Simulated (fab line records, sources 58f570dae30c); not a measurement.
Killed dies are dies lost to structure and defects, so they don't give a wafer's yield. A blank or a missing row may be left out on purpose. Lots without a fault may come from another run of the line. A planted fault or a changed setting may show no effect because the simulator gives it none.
Tool commonality check | flow berkeley_cmos170 | 14 lots, 51 wafers sampled

WHY IT WAS OPENED
At UCB170_V1_OVL_MEAS_13 the reading V1_OVL is flagged on 3 of 14 lots. Wafers without a fault read 3 nm, standard deviation 4.5.
Rule: a lot is flagged when every wafer of it that has a number lies more than 4 standard deviations from that mean, or none has a number. The other lots count as sound.

lot  | measured     | on         | V1_OVL (nm), wafer by wafer | flag
L167 | day 8 00:48  | overlay-02 | 6 5 2                       |
L170 | day 8 23:00  | overlay-02 | 1 -2 3                      |
L169 | day 8 23:22  | overlay-02 | 8 8 10                      |
L168 | day 8 23:37  | overlay-01 | 188 187 188 183 182 183     | FLAGGED
L174 | day 9 19:26  | overlay-01 | 176 177 182 171 173 177     | FLAGGED
L175 | day 9 21:23  | overlay-01 | 180 181 184 175 175 180     | FLAGGED
L179 | day 10 06:16 | overlay-02 | 2 4 9                       |
L180 | day 10 06:49 | overlay-02 | 5 7 11                      |
L181 | day 11 01:54 | overlay-02 | -3 -8 1                     |
L183 | day 11 15:43 | overlay-02 | 8 5 6                       |
L187 | day 12 08:34 | overlay-02 | 5 8 9                       |
L186 | day 12 10:46 | overlay-02 | -2 1 0                      |
L188 | day 12 21:53 | overlay-01 | 6 8 8                       |
L189 | day 12 21:53 | overlay-02 | 1 5 4                       |
The numbers of the flagged lots are 180 nm on average: +177 nm against the usual, or +39 standard deviations.

WHICH TOOL RAN EACH LOT
The record holds 1 process step before the reading, out of a route of 331 steps. In each cell: the tool, then ch and the chambers that the sampled wafers went through, then the start.
lot  | flag    | UCB170_V1_EXPOSE_09
L167 |         | krf_scanner-01 ch 0, day 7 23:52
L170 |         | krf_scanner-02 ch 0, day 8 22:08
L169 |         | krf_scanner-02 ch 0, day 8 22:37
L168 | FLAGGED | krf_scanner-01 ch 0, day 8 22:53
L174 | FLAGGED | krf_scanner-01 ch 0, day 9 18:56
L175 | FLAGGED | krf_scanner-01 ch 0, day 9 20:17
L179 |         | krf_scanner-02 ch 0, day 10 05:05
L180 |         | krf_scanner-02 ch 0, day 10 05:52
L181 |         | krf_scanner-02 ch 0, day 11 01:23
L183 |         | krf_scanner-02 ch 0, day 11 14:49
L187 |         | krf_scanner-02 ch 0, day 12 08:03
L186 |         | krf_scanner-02 ch 0, day 12 10:17
L188 |         | krf_scanner-02 ch 0, day 12 21:19
L189 |         | krf_scanner-02 ch 0, day 12 21:11
What these steps do:
- UCB170_V1_EXPOSE_09: exposes mask VIA1, target cd 700 nm.
- UCB170_V1_OVL_MEAS_13

FLAGGED OVER TOTAL, TOOL BY TOOL (the gauges that took the reading come last)
step                  | tool           | lots run | flagged | share of the flagged lots | sound lots run after its first flagged lot
UCB170_V1_EXPOSE_09   | krf_scanner-01 | 4        | 3       | all                       | 0
UCB170_V1_EXPOSE_09   | krf_scanner-02 | 10       | 0       | none                      | -
UCB170_V1_OVL_MEAS_13 | overlay-01     | 4        | 3       | all                       | 1 (L188)
UCB170_V1_OVL_MEAS_13 | overlay-02     | 10       | 0       | none                      | -

WHAT THE TABLE ALLOWS
2 rows of the table ran every flagged lot: krf_scanner-01 at UCB170_V1_EXPOSE_09, overlay-01 at UCB170_V1_OVL_MEAS_13.
- krf_scanner-01 at UCB170_V1_EXPOSE_09: 3 of its 4 lots flagged. Its last sound lot is L167 (day 7 23:52), its first flagged lot L168 (day 8 22:53): a fault that began between those two fits.
- overlay-01 at UCB170_V1_OVL_MEAS_13: 3 of its 4 lots flagged. Sound lots ran on it after the first flagged one (L188), which a lasting fault on the whole tool wouldn't allow.
One tool is left: krf_scanner-01 at UCB170_V1_EXPOSE_09.

WHAT THE SIMULATOR HAD PUT IN
Scanner matching overlay: krf_scanner-01, from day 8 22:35 on, at UCB170_V1_EXPOSE_09. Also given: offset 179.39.
Lots struck among those shown: L168, L174, L175. The rule above found the same.
